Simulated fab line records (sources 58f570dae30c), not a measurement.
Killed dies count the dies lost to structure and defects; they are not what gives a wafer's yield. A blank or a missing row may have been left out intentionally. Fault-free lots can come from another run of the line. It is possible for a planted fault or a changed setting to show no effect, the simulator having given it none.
Matching of chambers	flow berkeley-cmos170	UCB170_V2_ETCH_14 on rie-diel-01: 4 sister chambers
The step etches SiO2 in CHF3/CF4/Ar, stops on Al, target depth 1250 nm, time 301.1 s. 18 wafers are shown with their chamber, then 8 later ones without.

EACH WAFER AND ITS CHAMBER
wafer	chamber	drypump-motor-current-A (A)	throttle-valve-pct (%)	oes-product-au (a.u.)
L804.1	0	6.2	6.85	0.874
L804.4	1	5.1	6.78	0.876
L804.5	2	5.4	7.15	0.876
L807.2	3	6.2	6.98	0.882
L807.5	0	6.2	6.84	0.870
L807.6	1	5.2	6.79	0.877
L806.4	2	5.4	7.16	0.863
L806.5	0	6.2	6.85	0.873
L806.6	1	5.2	6.80	0.877
L808.2	0	6.2	6.82	0.874
L808.5	2	5.4	7.16	0.869
L808.6	1	5.2	6.80	0.876
L813.3	2	5.4	7.14	0.863
L813.5	3	6.3	6.98	0.879
L813.6	2	5.4	7.15	0.866
L817.3	3	6.3	6.98	0.889
L817.4	2	5.4	7.14	0.867
L817.5	1	5.2	6.79	0.874

SIGNATURES, as means of the wafers listed above
reading	chamber 0	chamber 1	chamber 2	chamber 3	scatter within a chamber
drypump-motor-current-A	6.200	5.180	5.400	6.267	0.0324
throttle-valve-pct	6.8400	6.7920	7.1500	6.9800	0.00956
oes-product-au	0.87275	0.87600	0.86733	0.88333	0.00365
Rule: distance of a wafer from a chamber = root of the sum over the readings of ((wafer's reading minus chamber's mean) / reading's scatter) squared. If the next closest chamber is less than 2 further off than the closest, the wafer can't be placed; otherwise it belongs to the closest. The scatter: take each reading less its chamber's mean, square it, sum over the shown wafers, divide by the number of wafers less the number of chambers, and take the root.

WAFERS WITH NO CHAMBER GIVEN
wafer	drypump-motor-current-A (A)	throttle-valve-pct (%)	oes-product-au (a.u.)
L818.1	5.2	6.79	0.880
L818.3	6.3	6.85	0.876
L818.6	5.4	7.14	0.872
L819.2	6.3	6.98	0.878
L819.5	5.2	6.78	0.881
L823.2	5.2	6.81	0.881
L823.5	5.2	6.79	0.875
L820.5	5.2	6.79	0.872

THE CHAMBER EACH PASSED THROUGH
wafer	from the rows above	in truth
L818.1	1	1
L818.3	0	0
L818.6	2	2
L819.2	3	3
L819.5	1	1
L823.2	1	1
L823.5	1	1
L820.5	1	1
Placed correctly: 8 of 8. Not placeable from these rows: 0. Number placed wrongly: 0.
